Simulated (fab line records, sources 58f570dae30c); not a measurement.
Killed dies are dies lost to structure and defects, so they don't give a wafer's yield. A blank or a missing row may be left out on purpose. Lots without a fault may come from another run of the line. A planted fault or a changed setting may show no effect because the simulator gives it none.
fab line records | flow berkeley_cmos170
record lots=5 wafers=15 last_day=10
route steps=331 shown NVT@109 PVT@115 GATE@125 FIELD@126 PLDD@145
lots that met no fault: from a run of the same line without faults
start_h: hours from the record's first day to the start of the lot's first wafer shown | wait_h: hours since the lot's step before | " the same as in the row above | L1.1+2: a row that stands for several wafers | - no value, or no start given | * or withheld: withheld | < > ~ a bound
route shown NAME@n: a module of which the file shows steps, and the number in the route of the first | usual: mean/standard deviation of fault-free wafers | same: alike in all rows | chamber/n: place in a boat | sites: the reading at each site | _std_site: their standard deviation | _edge_site: outer sites' mean less inner sites' | radius_mm: how far each site lies from the wafer's centre | mask NAME#n: copy n | behind: the tool/chamber that last shaped the wafer | hold: why the lot was held/for how many hours/how that ended | device: the transistor (n, p or np) that didn't switch | end of line: the same wafers' tests at the end of the route | a step without rows: its recipe alone | killed: dies lost to structure and defects at the first sort, not the wafer's yield | map: a wafer's dies, x killed, . not, _ none there
set.NAME: the setting as run; set.NAME@STEP: as run at that earlier step | model.NAME: the simulator's own value behind a step, which no gauge read
lots at some steps of the route; a table a step, a row a wafer
services: from which hour (start_h, from the record's first day; less than 0 if before it) a tool's chamber was out of use, for how many hours, and why
## steps
# step UCB170_NVT_DEVELOP_05
# recipe developer=TMAH develop_time_s=45 resist=KrF dev_temp_c=21
# columns lot.wafer tool chamber start_h wait_h
L077.2+5+6 litho_track-01 0 - -
L079.2+3+4 litho_track-01 0 - -
L080.2+5+6 litho_track-03 0 - -
L081.1+2+3 litho_track-01 0 - -
L083.1+3+4 litho_track-03 0 - -
# step UCB170_NVT_OVL_MEAS_06
# usual NVT_OVL=1/5.8
# columns lot.wafer tool chamber start_h wait_h NVT_OVL[nm]
L077.2 overlay-01 - 132.32 - -7
L077.5 " - " " -9
L077.6 " - " " -10
L079.2 overlay-01 - 135.56 - 6
L079.3 " - " " -2
L079.4 " - " " 4
L080.2 overlay-02 - 140.95 - 10
L080.5 " - " " -1
L080.6 " - " " 6
L081.1 overlay-02 - 157.48 - -4
L081.2 " - " " -5
L081.3 " - " " -1
L083.1 overlay-01 - 174.70 - -5
L083.3 " - " " -3
L083.4 " - " " -1
# step UCB170_NVT_IMPLANT_07
# recipe species=BF2 dose_cm2=3e+12 energy_kev=50 tilt_deg=7
# columns lot.wafer tool chamber start_h wait_h
L077.2+5+6 implanter-03 0 132.38 0.0
L079.2+3+4 implanter-01 0 135.61 0.0
L080.2+5+6 implanter-03 0 141.00 0.0
L081.1+2+3 implanter-01 0 157.51 0.0
L083.1+3+4 implanter-01 0 174.74 0.0
# step UCB170_NVT_STRIP_08
# recipe chemistry=O2 power_w=400 pressure_mtorr=3500 platen_temp_c=withheld o2_flow_sccm=400 overash_fraction=0.5
# usual drypump_motor_current_A=5.7/0.56 oes_product_au=0.734/0.0045 strip_time_to_endpoint_s=21.65/0.063
# columns lot.wafer tool chamber start_h wait_h drypump_motor_current_A oes_product_au rf_hours_counter_h strip_time_to_endpoint_s
L077.2 plasma_asher-04 0 132.50 0.1 5.5 0.741 1 21.56
L077.5 " 0 " " 5.5 0.733 - 21.56
L077.6 " 1 " " 6.5 0.734 - 21.63
L079.2 plasma_asher-03 1 135.74 0.1 5.6 0.732 34 21.51
L079.3 " 1 " " 5.6 0.738 - 21.53
L079.4 " 0 " " 5.2 0.734 - 21.54
L080.2 plasma_asher-03 0 141.13 0.1 5.2 0.733 35 21.71
L080.5 " 0 " " 5.2 0.732 - 21.71
L080.6 " 1 " " 5.6 0.740 - 21.70
L081.1 plasma_asher-03 0 157.66 0.1 5.2 0.739 36 21.69
L081.2 " 1 " " 5.6 0.728 36 21.69
L081.3 " 1 " " 5.6 0.736 - 21.64
L083.1 plasma_asher-03 1 174.89 0.1 5.6 0.729 38 21.63
L083.3 " 1 " " 5.6 0.725 - 21.62
L083.4 " 0 " " 5.2 0.735 - 21.61
# step UCB170_NVT_TW_MEAS_09
# usual NVT_TW=520/3.9
# columns lot.wafer tool chamber start_h wait_h NVT_TW
L077.2 film_metro-04 - 132.61 0.1 517
L077.5 " - " " 517
L077.6 " - " " 515
L079.2 film_metro-04 - 135.85 0.1 517
L079.3 " - " " 514
L079.4 " - " " 517
L080.2 film_metro-03 - 141.24 0.1 520
L080.5 " - " " 523
L080.6 " - " " 523
L081.1 film_metro-02 - 157.76 0.1 525
L081.2 " - " " 527
L081.3 " - " " 525
L083.1 film_metro-03 - 174.99 0.1 517
L083.3 " - " " 516
L083.4 " - " " 518
# step UCB170_NVT_CLEAN_10
# recipe chemistry=SPM temp_c=120 time_s=600
# columns lot.wafer tool chamber start_h wait_h
L077.2+5+6 wet_bench-03 1 132.66 0.0
L079.2+3+4 wet_bench-04 3 135.90 0.0
L080.2+5+6 wet_bench-03 1 141.76 0.5
L081.1+2+3 wet_bench-03 0 157.82 0.1
L083.1+3+4 wet_bench-03 2 175.05 0.1
# step UCB170_PVT_HMDS_00
# recipe prime_time_s=60 prime_temp_c=100
# columns lot.wafer tool chamber start_h wait_h
L077.2+5+6 litho_track-03 0 133.52 0.7
L079.2+3+4 litho_track-02 0 136.43 0.4
L080.2+5+6 litho_track-03 0 141.96 0.0
L081.1+2+3 litho_track-03 0 158.45 0.4
L083.1+3+4 litho_track-03 0 175.24 0.0
# step UCB170_PVT_COAT_01
# recipe resist=KrF spin_rpm=1500 resist_thk_nm=900
# columns lot.wafer tool chamber start_h wait_h
L077.2+5+6 litho_track-03 0 133.67 0.1
L079.2+3+4 litho_track-02 0 136.58 0.1
L080.2+5+6 litho_track-03 0 142.11 0.1
L081.1+2+3 litho_track-03 0 158.60 0.1
L083.1+3+4 litho_track-03 0 175.39 0.1
# step UCB170_PVT_SOFTBAKE_02
# recipe resist=KrF temp_c=130 time_s=60
# columns lot.wafer tool chamber start_h wait_h
L077.2+5+6 litho_track-03 0 133.82 0.1
L079.2+3+4 litho_track-02 0 136.73 0.1
L080.2+5+6 litho_track-03 0 142.26 0.1
L081.1+2+3 litho_track-03 0 158.75 0.1
L083.1+3+4 litho_track-03 0 175.54 0.1
# step UCB170_PVT_EXPOSE_03
# recipe mask_id=NWELL target_cd_nm=3000 na=0.5 sigma_outer=0.6 source_shape=conventional dose_mj=30
# usual stage_vel_mm_s=500.02/0.26
# columns lot.wafer tool chamber start_h wait_h mask stage_vel_mm_s
L077.2 krf_scanner-01 0 133.96 0.1 NWELL#0 499.98
L077.5 " 0 " " NWELL#0 499.73
L077.6 " 0 " " NWELL#0 499.71
L079.2 krf_scanner-01 0 136.88 0.1 NWELL#0 500.32
L079.3 " 0 " " NWELL#0 500.38
L079.4 " 0 " " NWELL#0 499.76
L080.2 krf_scanner-01 0 142.41 0.1 NWELL#0 500.01
L080.5 " 0 " " NWELL#0 499.69
L080.6 " 0 " " NWELL#0 500.04
L081.1 krf_scanner-02 0 159.02 0.2 NWELL#0 499.98
L081.2 " 0 " " NWELL#0 499.81
L081.3 " 0 " " NWELL#0 500.01
L083.1 krf_scanner-01 0 175.69 0.1 NWELL#0 500.21
L083.3 " 0 " " NWELL#0 500.13
L083.4 " 0 " " NWELL#0 500.44
# step UCB170_PVT_PEB_04
# recipe peb_temp_c=130 peb_time_s=withheld resist=KrF
# columns lot.wafer tool chamber start_h wait_h
L077.2+5+6 litho_track-03 0 134.42 0.4
L079.2+3+4 litho_track-04 0 137.35 0.5
L080.2+5+6 litho_track-04 0 142.53 0.1
L081.1+2+3 litho_track-02 0 159.25 0.2
L083.1+3+4 litho_track-03 0 175.81 0.1
# step UCB170_PVT_DEVELOP_05
# recipe developer=TMAH develop_time_s=45 resist=KrF dev_temp_c=21
# columns lot.wafer tool chamber start_h wait_h
L077.2+5+6 litho_track-03 0 - -
L079.2+3+4 litho_track-04 0 - -
L080.2+5+6 litho_track-04 0 - -
L081.1+2+3 litho_track-02 0 - -
L083.1+3+4 litho_track-03 0 - -
# step UCB170_PVT_OVL_MEAS_06
# usual PVT_OVL=0/5.4
# columns lot.wafer tool chamber start_h wait_h PVT_OVL[nm]
L077.2 overlay-01 - 134.67 - 6
L077.5 " - " " 0
L077.6 " - " " -2
L079.2 overlay-01 - 137.60 - -4
L079.3 " - " " 3
L079.4 " - " " -1
L080.2 overlay-02 - 142.78 - 9
L080.5 " - " " 5
L080.6 " - " " 8
L081.1 overlay-01 - 159.52 - -2
L081.2 " - " " -3
L081.3 " - " " -4
L083.1 overlay-02 - 176.08 - 3
L083.3 " - " " -1
L083.4 " - " " -1
# step UCB170_PVT_IMPLANT_07
# recipe species=P dose_cm2=2e+12 energy_kev=30 tilt_deg=7
# columns lot.wafer tool chamber start_h wait_h
L077.2+5+6 implanter-02 0 134.73 0.0
L079.2+3+4 implanter-02 0 137.66 0.0
L080.2+5+6 implanter-03 0 142.84 0.0
L081.1+2+3 implanter-04 0 159.56 0.0
L083.1+3+4 implanter-02 0 176.12 0.0
# step UCB170_PVT_STRIP_08
# recipe chemistry=O2 power_w=400 pressure_mtorr=3500 platen_temp_c=withheld o2_flow_sccm=400 overash_fraction=0.5
# usual drypump_motor_current_A=6.1/0.46 oes_product_au=0.734/0.0042 strip_time_to_endpoint_s=21.64/0.069
# columns lot.wafer tool chamber start_h wait_h drypump_motor_current_A oes_product_au rf_hours_counter_h strip_time_to_endpoint_s
L077.2 plasma_asher-04 0 134.85 0.1 5.4 0.728 2 21.64
L077.5 " 0 " " 5.4 0.742 - 21.64
L077.6 " 1 " " 6.5 0.731 - 21.55
L079.2 plasma_asher-02 1 137.78 0.1 5.9 0.734 44 21.59
L079.3 " 0 " " 6.2 0.730 - 21.62
L079.4 " 1 " " 5.9 0.732 - 21.57
L080.2 plasma_asher-01 0 142.96 0.1 5.4 0.731 45 21.51
L080.5 " 1 " " 6.8 0.734 - 21.57
L080.6 " 0 " " 5.4 0.731 - 21.56
L081.1 plasma_asher-02 1 159.71 0.1 5.9 0.732 46 21.69
L081.2 " 0 " " 6.2 0.737 46 21.66
L081.3 " 1 " " 5.9 0.736 - 21.68
L083.1 plasma_asher-04 0 176.27 0.1 5.5 0.731 6 21.64
L083.3 " 1 " " 6.5 0.746 - 21.75
L083.4 " 0 " " 5.4 0.731 - 21.63
# step UCB170_PVT_TW_MEAS_09
# usual PVT_TW=505/3.7
# columns lot.wafer tool chamber start_h wait_h PVT_TW
L077.2 film_metro-04 - 134.96 0.1 499
L077.5 " - " " 499
L077.6 " - " " 500
L079.2 film_metro-03 - 137.89 0.1 505
L079.3 " - " " 504
L079.4 " - " " 503
L080.2 film_metro-01 - 143.07 0.1 507
L080.5 " - " " 508
L080.6 " - " " 509
L081.1 film_metro-01 - 159.81 0.1 505
L081.2 " - " " 503
L081.3 " - " " 503
L083.1 film_metro-01 - 176.37 0.1 507
L083.3 " - " " 506
L083.4 " - " " 508
# step UCB170_GATE_WET_ETCH_00
# recipe chemistry=dHF dilution=25:1 target=SiO2 temp_c=25 time_s=200
# columns lot.wafer tool chamber start_h wait_h
L077.2+5+6 wet_bench-02 0 135.01 0.0
L079.2+3+4 wet_bench-02 0 137.98 0.1
L080.2+5+6 wet_bench-02 3 143.12 0.0
L081.1+2+3 wet_bench-02 3 159.87 0.1
L083.1+3+4 wet_bench-02 0 176.43 0.1
# step UCB170_FIELD_THK_MEAS_91
# recipe reads=SiO2_of_FIELD_OXIDATION_01
# usual FIELD_OXIDE_LEFT_2_THK=355/13
# columns lot.wafer tool chamber start_h wait_h FIELD_OXIDE_LEFT_2_THK[nm]
L077.2 film_metro-03 - 135.09 0.0 366
L077.5 " - " " 378
L077.6 " - " " 372
L079.2 film_metro-01 - 138.06 0.0 353
L079.3 " - " " 373
L079.4 " - " " 357
L080.2 film_metro-04 - 143.20 0.0 363
L080.5 " - " " 356
L080.6 " - " " 362
L081.1 film_metro-04 - 159.93 0.0 365
L081.2 " - " " 362
L081.3 " - " " 369
L083.1 film_metro-04 - 176.49 0.0 345
L083.3 " - " " 360
L083.4 " - " " 339
# step UCB170_GATE_OXIDATION_01
# recipe temp_c=850 ambient=O2 target_thk_a=66 ox_time_s=1800
# usual spike_tc_load_C=874.2/2.6
# columns lot.wafer tool chamber start_h wait_h spike_tc_load_C
L077.2 furnace-01 0 137.65 2.5 873.3
L077.5 " 0 " " 872.6
L077.6 " 0 " " 873.0
L079.2 furnace-01 0 143.32 5.3 872.1
L079.3 " 0 " " 872.6
L079.4 " 0 " " 872.4
L080.2 furnace-01 0 143.32 0.1 872.0
L080.5 " 0 " " 872.4
L080.6 " 0 " " 873.3
L081.1 furnace-03 0 162.26 2.3 874.5
L081.2 " 0 " " 874.5
L081.3 " 0 " " 876.8
L083.1 furnace-02 0 178.61 2.1 879.7
L083.3 " 0 " " 879.2
L083.4 " 0 " " 877.1
# step UCB170_GATE_THK_MEAS_02
# recipe reads=SiO2_of_GATE_OXIDATION_01
# usual GATE_OXIDE_THK=6.62/0.16
# columns lot.wafer tool chamber start_h wait_h GATE_OXIDE_THK[nm]
L077.2 film_metro-04 - 139.16 0.0 6.57
L077.5 " - " " 6.52
L077.6 " - " " 6.60
L079.2 film_metro-02 - 144.83 0.0 6.64
L079.3 " - " " 6.71
L079.4 " - " " 6.61
L080.2 film_metro-01 - 144.83 0.0 6.73
L080.5 " - " " 6.68
L080.6 " - " " 6.58
L081.1 film_metro-02 - 163.76 0.0 6.88
L081.2 " - " " 6.93
L081.3 " - " " 6.89
L083.1 film_metro-02 - 180.13 0.0 6.66
L083.3 " - " " 6.62
L083.4 " - " " 6.68
# step UCB170_GATE_ANNEAL_03
# recipe temp_c=900 time_s=1800 ambient=N2
# usual spike_tc_load_C=925.0/2.3
# columns lot.wafer tool chamber start_h wait_h spike_tc_load_C
L077.2 furnace-03 0 145.38 6.2 924.2
L077.5 " 0 " " 926.7
L077.6 " 0 " " 925.2
L079.2 furnace-03 0 145.38 0.5 926.7
L079.3 " 0 " " 925.4
L079.4 " 0 " " 926.7
L080.2 furnace-03 0 145.38 0.5 925.3
L080.5 " 0 " " 924.8
L080.6 " 0 " " 925.0
L081.1 furnace-03 0 166.36 2.6 926.2
L081.2 " 0 " " 926.1
L081.3 " 0 " " 925.6
L083.1 furnace-01 0 182.37 2.2 923.7
L083.3 " 0 " " 925.1
L083.4 " 0 " " 922.7
# step UCB170_GATE_CVD_04
# recipe material=poly-Si temp_c=610 precursor=SiH4 time_s=1440 pressure_mtorr=375 target_thk_nm=214 sih4_flow_sccm=120
# usual spike_tc_load_C=630/3.1
# columns lot.wafer tool chamber start_h wait_h spike_tc_load_C
L077.2 lpcvd-02 1 146.88 0.0 632
L077.5 " 1 " " 634
L077.6 " 1 " " 632
L079.2 lpcvd-02 1 146.88 0.0 632
L079.3 " 1 " " 633
L079.4 " 1 " " 633
L080.2 lpcvd-02 1 146.88 0.0 631
L080.5 " 1 " " 633
L080.6 " 1 " " 631
L081.1 lpcvd-01 0 168.03 0.2 626
L081.2 " 0 " " 625
L081.3 " 0 " " 624
L083.1 lpcvd-02 1 183.87 0.0 632
L083.3 " 1 " " 631
L083.4 " 1 " " 633
# step UCB170_GATE_THK_MEAS_05
# recipe reads=poly-Si_of_GATE_CVD_04
# usual GATE_POLY_THK=213.5/2.7
# columns lot.wafer tool chamber start_h wait_h GATE_POLY_THK[nm]
L077.2 film_metro-02 - 148.29 0.0 211.5
L077.5 " - " " 211.1
L077.6 " - " " 210.4
L079.2 film_metro-01 - 148.29 0.0 213.4
L079.3 " - " " 212.1
L079.4 " - " " 213.5
L080.2 film_metro-04 - 148.35 0.1 215.1
L080.5 " - " " 214.1
L080.6 " - " " 214.1
L081.1 film_metro-01 - 169.43 0.0 209.9
L081.2 " - " " 210.7
L081.3 " - " " 210.6
L083.1 film_metro-04 - 185.28 0.0 211.5
L083.3 " - " " 213.8
L083.4 " - " " 213.4
# step UCB170_GATE_COAT_06
# recipe resist=BARC temp_c=withheld time_s=withheld spin_rpm=3000 resist_thk_nm=withheld
# columns lot.wafer tool chamber start_h wait_h
L077.2+5+6 litho_track-02 0 148.49 0.2
L079.2+3+4 litho_track-04 0 148.69 0.4
L080.2+5+6 litho_track-02 0 148.94 0.6
L081.1+2+3 litho_track-02 0 169.49 0.1
L083.1+3+4 litho_track-04 0 185.34 0.1
# step UCB170_GATE_COAT_07
# recipe resist=KrF spin_rpm=1500 resist_thk_nm=900
# columns lot.wafer tool chamber start_h wait_h
L077.2+5+6 litho_track-02 0 - -
L079.2+3+4 litho_track-04 0 - -
L080.2+5+6 litho_track-02 0 - -
L081.1+2+3 litho_track-02 0 - -
L083.1+3+4 litho_track-04 0 - -
# step UCB170_GATE_SOFTBAKE_08
# recipe resist=KrF temp_c=130 time_s=60
# columns lot.wafer tool chamber start_h wait_h
L077.2+5+6 litho_track-02 0 - -
L079.2+3+4 litho_track-04 0 - -
L080.2+5+6 litho_track-02 0 - -
L081.1+2+3 litho_track-02 0 - -
L083.1+3+4 litho_track-04 0 - -
# step UCB170_GATE_EXPOSE_09
# recipe mask_id=POLY target_cd_nm=350 na=0.5 sigma_outer=0.6 source_shape=conventional dose_mj=21
# usual stage_vel_mm_s=500.04/0.28
# columns lot.wafer tool chamber start_h wait_h mask stage_vel_mm_s
L077.2 krf_scanner-02 0 149.06 - POLY#0 500.13
L077.5 " 0 " " POLY#0 499.89
L077.6 " 0 " " POLY#0 500.06
L079.2 krf_scanner-01 0 149.30 - POLY#0 499.88
L079.3 " 0 " " POLY#0 500.23
L079.4 " 0 " " POLY#0 500.66
L080.2 krf_scanner-02 0 149.66 - POLY#0 499.95
L080.5 " 0 " " POLY#0 500.02
L080.6 " 0 " " POLY#0 499.97
L081.1 krf_scanner-02 0 170.31 - POLY#0 499.69
L081.2 " 0 " " POLY#0 499.81
L081.3 " 0 " " POLY#0 500.04
L083.1 krf_scanner-02 0 185.79 - POLY#0 499.96
L083.3 " 0 " " POLY#0 499.95
L083.4 " 0 " " POLY#0 500.23
# step UCB170_GATE_PEB_10
# recipe peb_temp_c=130 peb_time_s=withheld resist=KrF
# columns lot.wafer tool chamber start_h wait_h
L077.2+5+6 litho_track-02 0 149.39 0.3
L079.2+3+4 litho_track-01 0 149.51 0.2
L080.2+5+6 litho_track-01 0 149.78 0.1
L081.1+2+3 litho_track-02 0 170.43 0.1
L083.1+3+4 litho_track-01 0 186.07 0.3
# step UCB170_GATE_DEVELOP_11
# recipe developer=TMAH develop_time_s=45 resist=KrF dev_temp_c=21
# columns lot.wafer tool chamber start_h wait_h
L077.2+5+6 litho_track-02 0 - -
L079.2+3+4 litho_track-01 0 - -
L080.2+5+6 litho_track-01 0 - -
L081.1+2+3 litho_track-02 0 - -
L083.1+3+4 litho_track-01 0 - -
# step UCB170_GATE_CD_MEAS_12
# recipe target_cd_nm=350
# usual cd_nm=349.9/1.5
# columns lot.wafer tool chamber start_h wait_h cd_nm
L077.2 cd_sem-01 - 149.66 - 350.9
L077.5 " - " " 350.2
L077.6 " - " " 350.2
L079.2 cd_sem-01 - 149.78 - 352.6
L079.3 " - " " 351.3
L079.4 " - " " 351.9
L080.2 cd_sem-01 - 150.05 - 351.8
L080.5 " - " " 352.3
L080.6 " - " " 353.0
L081.1 cd_sem-01 - 170.70 - 351.6
L081.2 " - " " 351.8
L081.3 " - " " 350.1
L083.1 cd_sem-02 - 186.34 - 350.8
L083.3 " - " " 350.4
L083.4 " - " " 350.3
# step UCB170_GATE_OVL_MEAS_13
# usual GATE_OVL=5/5.1
# columns lot.wafer tool chamber start_h wait_h GATE_OVL[nm]
L077.2 overlay-01 - 149.76 0.1 8
L077.5 " - " " 6
L077.6 " - " " 9
L079.2 overlay-01 - 149.88 0.1 -2
L079.3 " - " " 7
L079.4 " - " " 2
L080.2 overlay-01 - 150.16 0.1 -2
L080.5 " - " " 1
L080.6 " - " " 8
L081.1 overlay-02 - 170.82 0.1 4
L081.2 " - " " 2
L081.3 " - " " 9
L083.1 overlay-02 - 186.46 0.1 2
L083.3 " - " " 8
L083.4 " - " " 9
# step UCB170_GATE_ETCH_14
# recipe chemistry=N2/H2 target_depth_a=withheld overetch_a=withheld target=BARC time_s=withheld source_w=500 bias_w=100 pressure_mtorr=30 n2_flow_sccm=100 h2_flow_sccm=200
# usual bias_w=100.0/0.33 drypump_motor_current_A=5.9/0.48 n2_flow_sccm=100.04/0.29 oes_product_au=0.988/0.019 throttle_valve_pct=13.24/0.2
# columns lot.wafer tool chamber start_h wait_h bias_w drypump_motor_current_A n2_flow_sccm oes_product_au throttle_valve_pct
L077.2 rie_diel-01 3 149.79 0.0 100.1 6.2 100.31 0.995 13.09
L077.5 " 3 " " 99.7 6.3 99.96 1.000 13.11
L077.6 " 0 " " 100.2 6.4 100.23 0.997 13.24
L079.2 rie_diel-02 2 149.91 0.0 100.1 6.5 99.46 0.981 13.03
L079.3 " 0 " " 100.2 5.4 100.13 1.000 13.23
L079.4 " 0 " " 100.3 5.4 100.10 1.015 13.26
L080.2 rie_diel-02 2 150.19 0.0 99.8 6.5 99.73 0.998 13.03
L080.5 " 2 " " 100.2 6.6 100.42 0.980 13.05
L080.6 " 1 " " 99.9 5.6 99.29 0.980 12.89
L081.1 rie_diel-02 1 170.86 0.0 100.3 5.6 100.19 0.953 12.89
L081.2 " 3 " " 99.9 6.3 100.15 0.997 13.50
L081.3 " 2 " " 100.1 6.5 100.49 0.996 13.04
L083.1 rie_diel-03 3 186.50 0.0 100.5 6.5 100.03 1.016 13.18
L083.3 " 0 " " 100.6 5.5 100.54 0.987 13.44
L083.4 " 2 " " 99.8 5.3 100.08 0.962 13.46
# step UCB170_GATE_ETCH_15
# recipe chemistry=HBr/Cl2 target=poly-Si stop_on=SiO2 over_etch_frac=0.3 icp_w=300 bias_w=150 time_s=56.3 pressure_mtorr=15 HBr_flow_sccm=150 Cl2_flow_sccm=50 target_depth_a=2782
# usual bias_w=149.9/0.43 drypump_motor_current_A=5.9/0.38 oes_product_au=0.826/0.016 throttle_valve_pct=26.63/0.24
# columns lot.wafer tool chamber start_h wait_h bias_w drypump_motor_current_A oes_product_au rf_hours_counter_h throttle_valve_pct
L077.2 rie_si-01 3 149.84 - 150.5 5.8 0.798 0 26.87
L077.5 " 3 " " 150.3 5.8 0.799 - 26.88
L077.6 " 0 " " 150.1 5.4 0.806 - 26.29
L079.2 rie_si-02 1 149.96 - 149.7 5.7 0.827 0 26.88
L079.3 " 2 " " 150.2 6.4 0.817 125 26.39
L079.4 " 0 " " 149.9 5.7 0.853 9 26.97
L080.2 rie_si-02 2 150.23 - 150.0 6.4 0.836 125 26.35
L080.5 " 3 " " 149.9 6.2 0.824 - 26.67
L080.6 " 2 " " 150.1 6.4 0.832 - 26.39
L081.1 rie_si-02 1 170.90 - 149.9 5.7 0.832 0 26.86
L081.2 " 3 " " 149.2 6.2 0.823 63 26.66
L081.3 " 0 " " 149.6 5.7 0.852 9 26.97
L083.1 rie_si-01 1 186.54 - 150.7 6.2 0.812 89 26.36
L083.3 " 0 " " 149.9 5.4 0.823 1 26.30
L083.4 " 2 " " 149.6 5.3 0.828 79 26.77
# step UCB170_GATE_STRIP_16
# recipe chemistry=O2 power_w=400 pressure_mtorr=3500 platen_temp_c=withheld o2_flow_sccm=400 overash_fraction=0.5
# usual drypump_motor_current_A=5.7/0.42 oes_product_au=0.724/0.0043
# columns lot.wafer tool chamber start_h wait_h drypump_motor_current_A oes_product_au rf_hours_counter_h
L077.2 plasma_asher-03 1 149.88 0.0 5.6 0.723 36
L077.5 " 0 " " 5.1 0.726 -
L077.6 " 1 " " 5.6 0.725 -
L079.2 plasma_asher-02 0 150.00 0.0 6.2 0.728 45
L079.3 " 1 " " 5.9 0.726 -
L079.4 " 0 " " 6.2 0.729 -
L080.2 plasma_asher-02 0 150.28 0.0 6.2 0.724 45
L080.5 " 1 " " 5.9 0.724 -
L080.6 " 0 " " 6.2 0.717 -
L081.1 plasma_asher-04 1 170.95 0.0 6.5 0.724 5
L081.2 " 0 " " 5.4 0.720 5
L081.3 " 0 " " 5.5 0.724 -
L083.1 plasma_asher-04 0 186.59 0.0 5.4 0.724 7
L083.3 " 1 " " 6.5 0.721 -
L083.4 " 0 " " 5.4 0.718 -
# step UCB170_GATE_CD_MEAS_90
# recipe target_cd_nm=350
# usual cd_nm=349.6/1.4
# columns lot.wafer tool chamber start_h wait_h cd_nm
L077.2 cd_sem-02 - 150.02 0.1 351.2
L077.5 " - " " 350.6
L077.6 " - " " 348.9
L079.2 cd_sem-02 - 150.14 0.1 351.1
L079.3 " - " " 350.8
L079.4 " - " " 351.8
L080.2 cd_sem-01 - 150.40 0.1 350.8
L080.5 " - " " 350.6
L080.6 " - " " 351.6
L081.1 cd_sem-02 - 171.05 0.1 350.9
L081.2 " - " " 351.3
L081.3 " - " " 350.1
L083.1 cd_sem-02 - 186.74 0.1 350.4
L083.3 " - " " 349.3
L083.4 " - " " 350.5
# step UCB170_GATE_CLEAN_17
# recipe chemistry=SPM temp_c=120 time_s=600
# columns lot.wafer tool chamber start_h wait_h
L077.2+5+6 wet_bench-03 3 150.12 0.1
L079.2+3+4 wet_bench-02 2 150.24 0.1
L080.2+5+6 wet_bench-02 0 150.50 0.1
L081.1+2+3 wet_bench-02 1 171.25 0.2
L083.1+3+4 wet_bench-03 0 187.78 1.0
# step UCB170_PLDD_HMDS_00
# recipe prime_time_s=60 prime_temp_c=100
# columns lot.wafer tool chamber start_h wait_h
L077.2+5+6 litho_track-04 0 150.33 0.0
L079.2+3+4 litho_track-01 0 150.44 0.0
L080.2+5+6 litho_track-01 0 150.89 0.2
L081.1+2+3 litho_track-03 0 171.44 0.0
L083.1+3+4 litho_track-01 0 188.24 0.3
# step UCB170_PLDD_COAT_01
# recipe resist=KrF spin_rpm=1500 resist_thk_nm=900
# columns lot.wafer tool chamber start_h wait_h
L077.2+5+6 litho_track-04 0 150.48 0.1
L079.2+3+4 litho_track-01 0 150.59 0.1
L080.2+5+6 litho_track-01 0 151.04 0.1
L081.1+2+3 litho_track-03 0 171.59 0.1
L083.1+3+4 litho_track-01 0 188.39 0.1
# step UCB170_PLDD_SOFTBAKE_02
# recipe resist=KrF temp_c=130 time_s=60
# columns lot.wafer tool chamber start_h wait_h
L077.2+5+6 litho_track-04 0 150.63 0.1
L079.2+3+4 litho_track-01 0 150.74 0.1
L080.2+5+6 litho_track-01 0 151.19 0.1
L081.1+2+3 litho_track-03 0 171.74 0.1
L083.1+3+4 litho_track-01 0 188.54 0.1
# step UCB170_PLDD_EXPOSE_03
# recipe mask_id=PSELECT na=0.5 sigma_outer=0.6 source_shape=conventional target_cd_nm=1200 dose_mj=30
# usual stage_vel_mm_s=500.03/0.28
# columns lot.wafer tool chamber start_h wait_h mask stage_vel_mm_s
L077.2 krf_scanner-02 0 151.02 0.4 PSELECT#0 500.39
L077.5 " 0 " " PSELECT#0 500.23
L077.6 " 0 " " PSELECT#0 500.30
L079.2 krf_scanner-02 0 151.13 0.4 PSELECT#0 499.86
L079.3 " 0 " " PSELECT#0 499.80
L079.4 " 0 " " PSELECT#0 499.88
L080.2 krf_scanner-02 0 151.37 0.2 PSELECT#0 499.77
L080.5 " 0 " " PSELECT#0 499.94
L080.6 " 0 " " PSELECT#0 500.30
L081.1 krf_scanner-02 0 171.89 0.1 PSELECT#0 499.66
L081.2 " 0 " " PSELECT#0 500.11
L081.3 " 0 " " PSELECT#0 500.34
L083.1 krf_scanner-02 0 188.69 0.1 PSELECT#0 499.60
L083.3 " 0 " " PSELECT#0 499.49
L083.4 " 0 " " PSELECT#0 499.67
# step UCB170_PLDD_PEB_04
# recipe peb_temp_c=130 peb_time_s=withheld resist=KrF
# columns lot.wafer tool chamber start_h wait_h
L077.2+5+6 litho_track-03 0 151.25 0.2
L079.2+3+4 litho_track-01 0 151.34 0.2
L080.2+5+6 litho_track-01 0 151.61 0.2
L081.1+2+3 litho_track-01 0 172.09 0.2
L083.1+3+4 litho_track-04 0 189.42 0.7
# step UCB170_PLDD_DEVELOP_05
# recipe developer=TMAH develop_time_s=45 resist=KrF dev_temp_c=21
# columns lot.wafer tool chamber start_h wait_h
L077.2+5+6 litho_track-03 0 - -
L079.2+3+4 litho_track-01 0 - -
L080.2+5+6 litho_track-01 0 - -
L081.1+2+3 litho_track-01 0 - -
L083.1+3+4 litho_track-04 0 - -
# step UCB170_PLDD_CD_MEAS_06
# recipe target_cd_nm=1200
# usual cd_nm=1200.3/1.3
# columns lot.wafer tool chamber start_h wait_h cd_nm
L077.2 cd_sem-02 - 151.52 - 1198.9
L077.5 " - " " 1199.4
L077.6 " - " " 1200.6
L079.2 cd_sem-02 - 151.64 - 1200.7
L079.3 " - " " 1202.4
L079.4 " - " " 1202.7
L080.2 cd_sem-01 - 151.92 - 1200.7
L080.5 " - " " 1200.1
L080.6 " - " " 1200.5
L081.1 cd_sem-02 - 172.36 - 1199.0
L081.2 " - " " 1200.7
L081.3 " - " " 1199.4
L083.1 cd_sem-01 - 189.69 - 1200.4
L083.3 " - " " 1202.3
L083.4 " - " " 1201.7
## services
# columns tool chamber start_h hours kind
plasma_asher-04 - 108.75 9.0 pm
plasma_asher-04 0 108.75 9.0 vent_cycle
plasma_asher-04 1 108.75 9.0 vent_cycle
rie_si-01 0 110.40 5.3 repair
krf_scanner-01 - 112.49 0.8 pm
rie_si-02 1 117.40 - clean
rie_si-02 1 117.40 19.8 scheduled_down
rie_si-02 1 117.40 19.8 vent_cycle
plasma_asher-04 0 117.75 - clean
plasma_asher-04 1 117.75 - clean
rie_si-02 3 120.89 8.9 repair
furnace-01 - 124.37 4.8 pm
lpcvd-02 - 129.47 0.8 repair
rie_diel-02 3 134.58 - clean
rie_diel-02 3 134.58 23.2 scheduled_down
krf_scanner-02 - 134.80 1.3 pm
implanter-04 - 140.85 2.2 repair
krf_scanner-01 - 150.41 1.3 pm
krf_scanner-02 - 155.22 0.8 pm
krf_scanner-01 - 156.72 1.0 pm
furnace-01 - 161.55 5.9 pm
implanter-01 - 161.93 1.9 pm
implanter-04 - 172.30 4.8 pm
rie_diel-03 2 172.94 6.4 repair
## key
fault none
